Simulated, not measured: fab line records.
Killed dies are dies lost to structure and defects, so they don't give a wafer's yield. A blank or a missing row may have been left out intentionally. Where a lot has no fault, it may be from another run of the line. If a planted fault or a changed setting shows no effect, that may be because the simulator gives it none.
Lot-split experiment    flow ritCmos    23 wafers read across 5 lots, on a route 202 steps long

SPLIT DETAILS
At RIT_PRETRO_COAT_01 (resist thk 1300 nm), the setting resistThkNm was moved away from the recipe's 1300 nm on 5 of the 23 wafers read, by -1.6% to +3.8%. For the rest of the wafers, this setting stayed at what the recipe calls for.

FROM THE SPLIT TO THE READING: what the file shows between them, 3 steps
- RIT_PRETRO_SOFTBAKE_02: time 60 s
- RIT_PRETRO_EXPOSE_03: exposes mask M5, target cd 43700 nm
- RIT_PRETRO_DEVELOP_05: develop time 68 s

THE READING
NOVOLAK_of_PRETRO_COAT_01.thkNm (the simulator's own value, which no gauge read), in nm, at RIT_PRETRO_HARDBAKE_07 (time 120 s). No usual value for it is given in the file. Across the 18 wafers here that went through the recipe, the average is 1137 nm and the standard deviation 2.5 nm.

wafer   tool, chamber at the split  resistThkNm as run, nm  against the recipe  NOVOLAK_of_PRETRO_COAT_01.thkNm, nm  against lot-mates on the recipe
L075.1  lithoTrack-04, 0            1300                    recipe              1135                                 -
L075.2  lithoTrack-04, 0            1300                    recipe              1135                                 -
L075.5  lithoTrack-04, 0            1300                    recipe              1135                                 -
L075.6  lithoTrack-04, 0            1300                    recipe              1135                                 -
L075.3  lithoTrack-04, 0            1300                    recipe              1134                                 -
L076.1  lithoTrack-04, 0            1300                    recipe              1137                                 -
L076.3  lithoTrack-04, 0            1300                    recipe              1136                                 -
L076.6  lithoTrack-04, 0            1300                    recipe              1141                                 -
L077.1  lithoTrack-01, 0            1279                    -1.6%               1121                                 -18
L077.3  lithoTrack-01, 0            1300                    recipe              1139                                 -
L077.5  lithoTrack-01, 0            1300                    recipe              1139                                 -
L077.4  lithoTrack-01, 0            1279                    -1.6%               1122                                 -17
L077.6  lithoTrack-01, 0            1279                    -1.6%               1120                                 -19
L080.1  lithoTrack-01, 0            1300                    recipe              1138                                 -
L080.2  lithoTrack-01, 0            1300                    recipe              1141                                 -
L080.3  lithoTrack-01, 0            1349                    +3.8%               1182                                 +42
L080.4  lithoTrack-01, 0            1349                    +3.8%               1184                                 +44
L080.6  lithoTrack-01, 0            1300                    recipe              1142                                 -
L084.1  lithoTrack-01, 0            1300                    recipe              1140                                 -
L084.2  lithoTrack-01, 0            1300                    recipe              1134                                 -
L084.4  lithoTrack-01, 0            1300                    recipe              1138                                 -
L084.5  lithoTrack-01, 0            1300                    recipe              1135                                 -
L084.6  lithoTrack-01, 0            1300                    recipe              1136                                 -

THE FIT
A straight line over all 23 wafers: NOVOLAK_of_PRETRO_COAT_01.thkNm changes by +11.7 nm for each +1% of resistThkNm; r = +0.99; the points scatter about the line by 2.6 nm.
The same after taking each lot's own level away (the mean of its wafers on the recipe; 23 wafers): +11.3 nm for each +1%; r = +0.99; scatter 1.6 nm.
That fit puts the effect of the largest move of resistThkNm on the reading at 43 nm.
The span of the lots' own levels, 1134.8 to 1140.3 nm, comes to 2.2 times the standard deviation stated above.
Hence the lot-to-lot level has little effect on the slope; both slopes agree.
Check: with one of the wafers moved furthest among these (+3.8%) left out of the fit, the line predicts +43.2 nm for it against its lot-mates. Against them it came out at +41.7 nm.

FURTHER SPLITS ON THESE WAFERS
Other splits were also applied to these wafers ahead of the reading. Each is held against what the fit with the lots' levels taken away leaves over:
other split on the same wafers   wafers away from the commonest value  r with NOVOLAK_of_PRETRO_COAT_01.thkNm (lot level and that fit taken away)
RIT_ACTIVE_CVD_03 timeS          15                                    +0.01
RIT_ACTIVE_DEVELOP_10 devTempC   8                                     -0.10
RIT_FOX2_OXIDATION_00 tempC      18                                    +0.03
RIT_NWELL_COAT_01 spinRpm        9                                     -0.01
RIT_NWELL_IMPLANT_08 energyKev   6                                     +0.08
RIT_PWELL_IMPLANT_08 energyKev   8                                     -0.02
RIT_NRETRO_COAT_01 resistThkNm   5                                     +0.31
RIT_NRETRO_IMPLANT_08 energyKev  8                                     +0.01

THE WHOLE CHAIN: every reading that the file lists as answering this split, in the file's order
step                    what it does        reading                                                                           change (the file's fit)               r (the file's)
RIT_PRETRO_COAT_01      resist thk 1300 nm  NOVOLAK_of_PRETRO_COAT_01.thkNm (the simulator's own value, which no gauge read)  +13.2 nm for each +1% of the setting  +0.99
RIT_PRETRO_HARDBAKE_07  time 120 s          NOVOLAK_of_PRETRO_COAT_01.thkNm (the simulator's own value, which no gauge read)  +11.4 nm for each +1% of the setting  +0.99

FILE'S OWN FIT
NOVOLAK_of_PRETRO_COAT_01.thkNm changes by +11.4 nm for each +1% of resistThkNm, r = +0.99.
